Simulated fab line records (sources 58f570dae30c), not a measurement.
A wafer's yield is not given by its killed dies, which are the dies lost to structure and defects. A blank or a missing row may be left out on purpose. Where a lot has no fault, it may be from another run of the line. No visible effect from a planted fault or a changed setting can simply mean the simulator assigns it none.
Split-lot trial / flow berkeleyCmos170 / 23 wafers read from 5 lots, route of 331 steps

== THE SPLIT ITSELF ==
At UCB170_NWELL_COAT_07 (resist thk 900 nm), the setting resistThkNm was moved away from the recipe's 900 nm on 6 of the 23 wafers read, by -4.6% to +5.4%. The other wafers ran this setting at the recipe's value.

== FROM THE SPLIT TO THE READING: what the file shows between them, 3 steps ==
- UCB170_NWELL_SOFTBAKE_08: time 60 s
- UCB170_NWELL_EXPOSE_09: exposes mask NWELL, target cd 3000 nm
- UCB170_NWELL_DEVELOP_11: develop time 45 s

== THE READING ==
KrF_of_NWELL_COAT_07.thkNm (the simulator's own value, which no gauge read), in nm, at UCB170_NWELL_ETCH_13 (etches Si3N4 in CH3F/Ar/O2, stops on SiO2, target depth 246.4 nm, time 154 s). The file does not state a usual value for it. Here, 17 wafers ran the recipe; their average is 724.6 nm with a standard deviation of 2.9 nm.

wafer=L074.1; tool, chamber at the split=lithoTrack-02, 0; resistThkNm as run, nm=900; against the recipe=recipe; KrF_of_NWELL_COAT_07.thkNm, nm=722.2; against lot-mates on the recipe=-
wafer=L074.3; tool, chamber at the split=lithoTrack-02, 0; resistThkNm as run, nm=900; against the recipe=recipe; KrF_of_NWELL_COAT_07.thkNm, nm=717.2; against lot-mates on the recipe=-
wafer=L074.4; tool, chamber at the split=lithoTrack-02, 0; resistThkNm as run, nm=900; against the recipe=recipe; KrF_of_NWELL_COAT_07.thkNm, nm=724.4; against lot-mates on the recipe=-
wafer=L074.5; tool, chamber at the split=lithoTrack-02, 0; resistThkNm as run, nm=900; against the recipe=recipe; KrF_of_NWELL_COAT_07.thkNm, nm=720.5; against lot-mates on the recipe=-
wafer=L074.6; tool, chamber at the split=lithoTrack-02, 0; resistThkNm as run, nm=900; against the recipe=recipe; KrF_of_NWELL_COAT_07.thkNm, nm=726.4; against lot-mates on the recipe=-
wafer=L077.2; tool, chamber at the split=lithoTrack-03, 0; resistThkNm as run, nm=932.9; against the recipe=+3.7%; KrF_of_NWELL_COAT_07.thkNm, nm=759.5; against lot-mates on the recipe=+33.3
wafer=L077.3; tool, chamber at the split=lithoTrack-03, 0; resistThkNm as run, nm=900; against the recipe=recipe; KrF_of_NWELL_COAT_07.thkNm, nm=723.2; against lot-mates on the recipe=-
wafer=L077.4; tool, chamber at the split=lithoTrack-03, 0; resistThkNm as run, nm=932.9; against the recipe=+3.7%; KrF_of_NWELL_COAT_07.thkNm, nm=756.6; against lot-mates on the recipe=+30.4
wafer=L077.5; tool, chamber at the split=lithoTrack-03, 0; resistThkNm as run, nm=900; against the recipe=recipe; KrF_of_NWELL_COAT_07.thkNm, nm=727; against lot-mates on the recipe=-
wafer=L077.6; tool, chamber at the split=lithoTrack-03, 0; resistThkNm as run, nm=900; against the recipe=recipe; KrF_of_NWELL_COAT_07.thkNm, nm=728.3; against lot-mates on the recipe=-
wafer=L081.2; tool, chamber at the split=lithoTrack-02, 0; resistThkNm as run, nm=900; against the recipe=recipe; KrF_of_NWELL_COAT_07.thkNm, nm=729.1; against lot-mates on the recipe=-
wafer=L081.3; tool, chamber at the split=lithoTrack-02, 0; resistThkNm as run, nm=948.8; against the recipe=+5.4%; KrF_of_NWELL_COAT_07.thkNm, nm=774.8; against lot-mates on the recipe=+47.1
wafer=L081.4; tool, chamber at the split=lithoTrack-02, 0; resistThkNm as run, nm=948.8; against the recipe=+5.4%; KrF_of_NWELL_COAT_07.thkNm, nm=776.1; against lot-mates on the recipe=+48.4
wafer=L081.5; tool, chamber at the split=lithoTrack-02, 0; resistThkNm as run, nm=900; against the recipe=recipe; KrF_of_NWELL_COAT_07.thkNm, nm=726.2; against lot-mates on the recipe=-
wafer=L081.6; tool, chamber at the split=lithoTrack-02, 0; resistThkNm as run, nm=900; against the recipe=recipe; KrF_of_NWELL_COAT_07.thkNm, nm=727.7; against lot-mates on the recipe=-
wafer=L084.1; tool, chamber at the split=lithoTrack-01, 0; resistThkNm as run, nm=900; against the recipe=recipe; KrF_of_NWELL_COAT_07.thkNm, nm=722.7; against lot-mates on the recipe=-
wafer=L084.4; tool, chamber at the split=lithoTrack-01, 0; resistThkNm as run, nm=900; against the recipe=recipe; KrF_of_NWELL_COAT_07.thkNm, nm=722.6; against lot-mates on the recipe=-
wafer=L084.5; tool, chamber at the split=lithoTrack-01, 0; resistThkNm as run, nm=900; against the recipe=recipe; KrF_of_NWELL_COAT_07.thkNm, nm=723.7; against lot-mates on the recipe=-
wafer=L085.1; tool, chamber at the split=lithoTrack-02, 0; resistThkNm as run, nm=900; against the recipe=recipe; KrF_of_NWELL_COAT_07.thkNm, nm=725.4; against lot-mates on the recipe=-
wafer=L085.3; tool, chamber at the split=lithoTrack-02, 0; resistThkNm as run, nm=858.8; against the recipe=-4.6%; KrF_of_NWELL_COAT_07.thkNm, nm=684.5; against lot-mates on the recipe=-41.0
wafer=L085.4; tool, chamber at the split=lithoTrack-02, 0; resistThkNm as run, nm=900; against the recipe=recipe; KrF_of_NWELL_COAT_07.thkNm, nm=726.1; against lot-mates on the recipe=-
wafer=L085.5; tool, chamber at the split=lithoTrack-02, 0; resistThkNm as run, nm=858.8; against the recipe=-4.6%; KrF_of_NWELL_COAT_07.thkNm, nm=685.5; against lot-mates on the recipe=-40.0
wafer=L085.6; tool, chamber at the split=lithoTrack-02, 0; resistThkNm as run, nm=900; against the recipe=recipe; KrF_of_NWELL_COAT_07.thkNm, nm=724.9; against lot-mates on the recipe=-

THE FIT
A straight line over all 23 wafers: KrF_of_NWELL_COAT_07.thkNm changes by +9.07 nm for each +1% of resistThkNm; r = +0.99; the points scatter about the line by 2.8 nm.
The same after taking each lot's own level away (the mean of its wafers on the recipe; 23 wafers): +8.81 nm for each +1%; r = +1.00; scatter 1.9 nm.
The reading moves by 48 nm for the largest change in resistThkNm, on that fit.
The lots' own levels span 722.14 to 727.67 nm, that is 1.9 times the standard deviation above.
The two slopes agree, so the slope changes little with the lot-to-lot level.
Check: +47.9 nm against its lot-mates is what the line predicts for one of the wafers moved furthest among these (+5.4%) when that wafer is left out of the fit. It came out at +47.1 nm against them.

== ADDITIONAL SPLITS CARRIED BY THESE WAFERS ==
Note: prior to the reading, these wafers also went through further splits. Each is held against what the fit with the lots' levels taken away leaves over:
other split on the same wafers=UCB170_START_OXIDATION_02 tempC; wafers away from the commonest value=18; r with KrF_of_NWELL_COAT_07.thkNm (lot level and that fit taken away)=-0.02

== THE WHOLE CHAIN: every reading that the file lists as answering this split, in the file's order ==
step=UCB170_NWELL_COAT_07; what it does=resist thk 900 nm; reading=KrF_of_NWELL_COAT_07.thkNm (the simulator's own value, which no gauge read); change (the file's fit)=+9.2 nm for each +1% of the setting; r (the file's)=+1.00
step=UCB170_NWELL_ETCH_13; what it does=etches Si3N4 in CH3F/Ar/O2, stops on SiO2, target depth 246.4 nm, time 154 s; reading=KrF_of_NWELL_COAT_07.thkNm (the simulator's own value, which no gauge read); change (the file's fit)=+8.81 nm for each +1% of the setting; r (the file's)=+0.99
step=UCB170_NWELL_STRIP_15; what it does=strips in O2; reading=stripTimeToEndpointS; change (the file's fit)=withheld for each +1% of the setting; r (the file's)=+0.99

== THE FILE'S OWN FIT ==
KrF_of_NWELL_COAT_07.thkNm changes by +8.81 nm for each +1% of resistThkNm, r = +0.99.
